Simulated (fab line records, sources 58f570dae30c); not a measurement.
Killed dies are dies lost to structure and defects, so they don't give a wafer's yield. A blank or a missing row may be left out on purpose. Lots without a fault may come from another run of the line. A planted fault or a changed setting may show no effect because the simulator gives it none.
Chamber matching | flow berkeley_cmos170 | UCB170_M1_ETCH_11 on rie_diel-04: 4 sister chambers
The step etches BARC in N2/H2. 8 wafers are shown with their chamber, then 7 later ones without.

WAFERS WITH THEIR CHAMBER
wafer  | chamber | throttle_valve_pct (%) | drypump_motor_current_A (A)
L784.1 | 3       | 13.41                  | 5.70
L784.6 | 1       | 13.38                  | 6.15
L786.4 | 0       | 13.20                  | 5.83
L786.6 | 1       | 13.39                  | 6.20
L793.4 | 2       | 13.12                  | 5.74
L793.6 | 3       | 13.42                  | 5.72
L792.1 | 2       | 13.11                  | 5.73
L792.2 | 0       | 13.19                  | 5.81

WAFERS WITHOUT THEIR CHAMBER
wafer  | throttle_valve_pct (%) | drypump_motor_current_A (A)
L792.3 | 13.40                  | 5.68
L801.1 | 13.41                  | 5.66
L801.2 | 13.37                  | 6.19
L801.4 | 13.11                  | 5.71
L803.1 | 13.13                  | 5.72
L803.4 | 13.41                  | 5.70
L803.6 | 13.41                  | 5.69

WHICH CHAMBER EACH WENT THROUGH
wafer  | from the rows above | in truth
L792.3 | 3                   | 3
L801.1 | 3                   | 3
L801.2 | 1                   | 1
L801.4 | 2                   | 2
L803.1 | 2                   | 2
L803.4 | 3                   | 3
L803.6 | 3                   | 3
Placed correctly: 7 of 7. Can't be placed from these rows: 0. Placed wrongly: 0.
How it was worked out, from the rows above alone: a wafer's distance from a chamber is the root of the sum, over the readings, of the square of ((its reading less the chamber's mean) divided by the reading's scatter). The wafer belongs to the nearest chamber; if the next one is less than 2 further off, it can't be placed. A chamber's mean is the mean of its shown wafers. The scatter: the root of (the sum of the squares of (reading less its chamber's mean) over the shown wafers, divided by (wafers less chambers)).
